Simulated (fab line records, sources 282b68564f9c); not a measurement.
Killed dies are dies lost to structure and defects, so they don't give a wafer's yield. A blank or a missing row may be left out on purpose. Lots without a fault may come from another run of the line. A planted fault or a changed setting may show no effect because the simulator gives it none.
One fault seen from 2 desks | flow rit_cmos | each desk has only its own numbers; what lay behind them comes last

THE TOOL OWNER'S DESK: rie_si-02
The tool's own readings at RIT_GATE_ETCH_19 (etches poly-Si in SF6/CHF3/O2, stops on SiO2, time 165 s, target depth 312.5 nm): means of the sampled wafers that have a number, for each lot that ran on this tool. A lot is out of limits, marked OUT, if its mean lies more than 4 standard deviations from the usual mean; the brackets give that distance.
Columns: A = drypump_motor_current_A at RIT_GATE_ETCH_19, usual 5.3 A; B = oes_product_au at RIT_GATE_ETCH_19, usual 0.870 a.u.; C = run_length_s at RIT_GATE_ETCH_19, usual 193.4 s; D = throttle_valve_pct at RIT_GATE_ETCH_19, usual 10.19 %
lot  | first seen here | A   | B     | C               | D
L854 | day 3 08:31     | 5.4 | 0.881 | 194.1           | 10.22
L862 | day 5 17:25     | 5.2 | 0.818 | 209.2 (+29) OUT | 10.27
This desk's finding: out of limits on L862; first on L862, day 5 17:25 (run_length_s at RIT_GATE_ETCH_19). In limits: L854.

THE METROLOGY DESK
What the gauges read, lot by lot, whatever tool the lot ran on: means of the sampled wafers that have a number. A lot is out of limits, marked OUT, if its mean lies more than 4 standard deviations from the usual mean; the brackets give that distance.
Columns: A = GATE_OXIDE_THK at RIT_GATE_THK_MEAS_07, usual 3.01 nm; B = GATE_POLY_THK at RIT_GATE_THK_MEAS_09, usual 256.3 nm; C = cd_nm at RIT_GATE_CD_MEAS_16, usual 149.9 nm; D = GATE_OVL at RIT_GATE_OVL_MEAS_17, usual 0.8 nm
lot  | first seen here | A    | B     | C     | D
L854 | day 3 04:49     | 2.97 | 260.6 | 150.7 | 0.5
L855 | day 3 16:25     | 3.04 | 257.2 | 151.0 | 1.0
L862 | day 5 14:07     | 2.99 | 258.9 | 148.9 | 2.1
L864 | day 6 02:03     | 3.10 | 257.1 | 149.6 | 1.6
L868 | day 6 06:13     | 3.04 | 256.0 | 151.6 | 0.5
This desk's finding: nothing out of limits on any of the 5 lots.

PUT TOGETHER
The tool owner's desk could have raised an alarm at day 5 17:25, on L862.
The metrology desk saw nothing out of limits.
The metrology desk has L862 on record, within its limits.
Of the lots named, all ran RIT_GATE_ETCH_19 on rie_si-02.

WHAT THE SIMULATOR HAD PUT IN
Process parameter drift: rie_si-02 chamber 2, from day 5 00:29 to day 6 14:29, at RIT_GATE_ETCH_19. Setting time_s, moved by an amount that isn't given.
Lots struck among those shown: L862.
Hours from the fault's start to each desk's first reading out of limits: the tool owner's desk, 17.
